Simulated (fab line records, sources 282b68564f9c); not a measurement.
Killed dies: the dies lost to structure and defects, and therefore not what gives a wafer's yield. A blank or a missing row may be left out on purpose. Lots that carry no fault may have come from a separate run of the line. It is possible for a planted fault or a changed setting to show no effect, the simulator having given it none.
Split-lot trial :: flow rit cmos :: 5 lots, 23 wafers read, on a route of 202 steps

THE SPLIT
At RIT_PRETRO_IMPLANT_08, the setting energy kev was moved away from the recipe's 45 on 4 of the 23 wafers read, by -3.0% to +5.4%. The other wafers ran this setting at the recipe's value.

The split's own step is where the reading is taken.

THE READING
In nm, at RIT_PRETRO_IMPLANT_08: implant.drp nm, which is the simulator's own figure and was read by no gauge. The file gives no usual value for it.

wafer: L074.2
tool, chamber at the split: implanter-04, 0
energy kev as run: 47.45
against the recipe: +5.4%
implant.drp nm, nm: 56.82
against lot-mates on the recipe: +1.75

wafer: L074.3
tool, chamber at the split: implanter-04, 0
energy kev as run: 47.45
against the recipe: +5.4%
implant.drp nm, nm: 56.82
against lot-mates on the recipe: +1.75

wafer: L074.4
tool, chamber at the split: implanter-04, 0
energy kev as run: 45
against the recipe: recipe
implant.drp nm, nm: 55.07
against lot-mates on the recipe: -

wafer: L074.5
tool, chamber at the split: implanter-04, 0
energy kev as run: 45
against the recipe: recipe
implant.drp nm, nm: 55.07
against lot-mates on the recipe: -

wafer: L074.6
tool, chamber at the split: implanter-04, 0
energy kev as run: 45
against the recipe: recipe
implant.drp nm, nm: 55.07
against lot-mates on the recipe: -

wafer: L076.1
tool, chamber at the split: implanter-02, 0
energy kev as run: 45
against the recipe: recipe
implant.drp nm, nm: 55.07
against lot-mates on the recipe: -

wafer: L076.2
tool, chamber at the split: implanter-02, 0
energy kev as run: 45
against the recipe: recipe
implant.drp nm, nm: 55.07
against lot-mates on the recipe: -

wafer: L076.3
tool, chamber at the split: implanter-02, 0
energy kev as run: 45
against the recipe: recipe
implant.drp nm, nm: 55.07
against lot-mates on the recipe: -

wafer: L076.4
tool, chamber at the split: implanter-02, 0
energy kev as run: 45
against the recipe: recipe
implant.drp nm, nm: 55.07
against lot-mates on the recipe: -

wafer: L076.5
tool, chamber at the split: implanter-02, 0
energy kev as run: 45
against the recipe: recipe
implant.drp nm, nm: 55.07
against lot-mates on the recipe: -

wafer: L078.1
tool, chamber at the split: implanter-02, 0
energy kev as run: 45
against the recipe: recipe
implant.drp nm, nm: 55.07
against lot-mates on the recipe: -

wafer: L078.2
tool, chamber at the split: implanter-02, 0
energy kev as run: 45
against the recipe: recipe
implant.drp nm, nm: 55.07
against lot-mates on the recipe: -

wafer: L078.3
tool, chamber at the split: implanter-02, 0
energy kev as run: 45
against the recipe: recipe
implant.drp nm, nm: 55.07
against lot-mates on the recipe: -

wafer: L078.4
tool, chamber at the split: implanter-02, 0
energy kev as run: 45
against the recipe: recipe
implant.drp nm, nm: 55.07
against lot-mates on the recipe: -

wafer: L078.5
tool, chamber at the split: implanter-02, 0
energy kev as run: 45
against the recipe: recipe
implant.drp nm, nm: 55.07
against lot-mates on the recipe: -

wafer: L084.1
tool, chamber at the split: implanter-03, 0
energy kev as run: 43.65
against the recipe: -3.0%
implant.drp nm, nm: 54.08
against lot-mates on the recipe: -0.99

wafer: L084.4
tool, chamber at the split: implanter-03, 0
energy kev as run: 43.65
against the recipe: -3.0%
implant.drp nm, nm: 54.08
against lot-mates on the recipe: -0.99

wafer: L084.2
tool, chamber at the split: implanter-03, 0
energy kev as run: 45
against the recipe: recipe
implant.drp nm, nm: 55.07
against lot-mates on the recipe: -

wafer: L084.3
tool, chamber at the split: implanter-03, 0
energy kev as run: 45
against the recipe: recipe
implant.drp nm, nm: 55.07
against lot-mates on the recipe: -

wafer: L084.5
tool, chamber at the split: implanter-03, 0
energy kev as run: 45
against the recipe: recipe
implant.drp nm, nm: 55.07
against lot-mates on the recipe: -

wafer: L085.1
tool, chamber at the split: implanter-02, 0
energy kev as run: 45
against the recipe: recipe
implant.drp nm, nm: 55.07
against lot-mates on the recipe: -

wafer: L085.2
tool, chamber at the split: implanter-02, 0
energy kev as run: 45
against the recipe: recipe
implant.drp nm, nm: 55.07
against lot-mates on the recipe: -

wafer: L085.3
tool, chamber at the split: implanter-02, 0
energy kev as run: 45
against the recipe: recipe
implant.drp nm, nm: 55.07
against lot-mates on the recipe: -

FIT RESULTS
A straight line over all 23 wafers: implant.drp nm changes by +0.324 nm for each +1% of energy kev; r = +1.00; the points scatter about the line by 0.0064 nm.
The same after taking each lot's own level away (the mean of its wafers on the recipe; 23 wafers): +0.324 nm for each +1%; r = +1.00; scatter 0.0064 nm.
According to that fit, moving energy kev by its largest amount changes the reading by 1.8 nm.
The lots' own levels span 55.070 to 55.070 nm.
The two slopes are in agreement: the lot-to-lot level therefore moves the slope only a little.
Check: +1.77 nm against its lot-mates is what the line predicts for one of the wafers moved furthest among these (+5.4%) when that wafer is left out of the fit. It came out at +1.75 nm against them.

THESE WAFERS: OTHER SPLITS
Before the reading, these wafers also passed through other splits. Each is held against what the fit with the lots' levels taken away leaves over:
other split on the same wafers: RIT_ACTIVE_COAT_06 spin rpm
wafers away from the commonest value: 8
r with implant.drp nm (lot level and that fit taken away): -0.22

other split on the same wafers: RIT_ACTIVE_SOFTBAKE_07 time s
wafers away from the commonest value: 8
r with implant.drp nm (lot level and that fit taken away): +0.07

other split on the same wafers: RIT_FOX2_OXIDATION_00 temp c
wafers away from the commonest value: 18
r with implant.drp nm (lot level and that fit taken away): -0.06

other split on the same wafers: RIT_NWELL_SOFTBAKE_02 temp c
wafers away from the commonest value: 5
r with implant.drp nm (lot level and that fit taken away): +0.63

other split on the same wafers: RIT_PWELL_COAT_01 resist thk nm
wafers away from the commonest value: 7
r with implant.drp nm (lot level and that fit taken away): -0.37

other split on the same wafers: RIT_NRETRO_COAT_01 spin rpm
wafers away from the commonest value: 5
r with implant.drp nm (lot level and that fit taken away): -0.08

THE WHOLE CHAIN: every reading that the file lists as answering this split, in the file's order
step: RIT_PRETRO_IMPLANT_08
what it does: 
reading: implant.rp nm (the simulator's own value, which no gauge read)
change (the file's fit): +1.33 nm for each +1% of the setting
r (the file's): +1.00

step: RIT_PRETRO_IMPLANT_08
what it does: 
reading: implant.drp nm (the simulator's own value, which no gauge read)
change (the file's fit): +0.323 nm for each +1% of the setting
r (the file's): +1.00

THE FILE'S OWN FIT
implant.drp nm changes by +0.323 nm for each +1% of energy kev, r = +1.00.
